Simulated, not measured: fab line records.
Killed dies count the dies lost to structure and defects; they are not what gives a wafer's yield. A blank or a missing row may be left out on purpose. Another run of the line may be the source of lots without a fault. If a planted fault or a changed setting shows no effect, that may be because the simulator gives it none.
Matching of chambers + flow berkeley_cmos170 + UCB170_V2_CMP_02 on cmp-02: 4 sister chambers
The step polishes SiO2. 8 wafers are shown with their chamber, then 10 later ones without.

## WAFERS WITH THEIR CHAMBER
| wafer  | chamber | motor_current_A (A) |
|--------|---------|---------------------|
| L377.2 | 0       | 13.9                |
| L377.6 | 1       | 13.7                |
| L382.2 | 0       | 13.9                |
| L380.1 | 2       | 15.3                |
| L380.4 | 3       | 17.4                |
| L380.6 | 3       | 17.4                |
| L386.1 | 1       | 13.4                |
| L386.4 | 2       | 15.1                |

## WAFERS MISSING THEIR CHAMBER
| wafer  | motor_current_A (A) |
|--------|---------------------|
| L386.6 | 13.0                |
| L384.1 | 14.1                |
| L384.3 | 15.1                |
| L384.6 | 18.0                |
| L391.2 | 11.9                |
| L391.5 | 14.5                |
| L391.6 | 12.7                |
| L396.2 | 13.2                |
| L396.4 | 16.0                |
| L396.6 | 15.4                |

## WHICH CHAMBER EACH WENT THROUGH
| wafer  | from the rows above     | in truth                   |
|--------|-------------------------|----------------------------|
| L386.6 | 1                       | 1                          |
| L384.1 | 0                       | 0                          |
| L384.3 | 2                       | 2                          |
| L384.6 | 3                       | 3                          |
| L391.2 | 1                       | 1                          |
| L391.5 | can't be placed: 0 or 2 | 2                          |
| L391.6 | 1                       | 1                          |
| L396.2 | 1                       | 1                          |
| L396.4 | 2                       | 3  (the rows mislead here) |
| L396.6 | 2                       | 2                          |
Correct placement for 8 of the 10. From these rows, 1 cannot be placed; in 1 the true chamber is one of the candidates. 1 placed wrongly.
How it was worked out, from the rows above alone: a wafer's distance from a chamber is the root of the sum, over the readings, of the square of ((its reading less the chamber's mean) divided by the reading's scatter). If the next closest chamber is less than 2 further off than the closest, the wafer can't be placed; otherwise it belongs to the closest. For every chamber, the mean is computed from those of its wafers that are shown. The scatter: take each reading less its chamber's mean, square it, sum over the shown wafers, divide by the number of wafers less the number of chambers, and take the root.
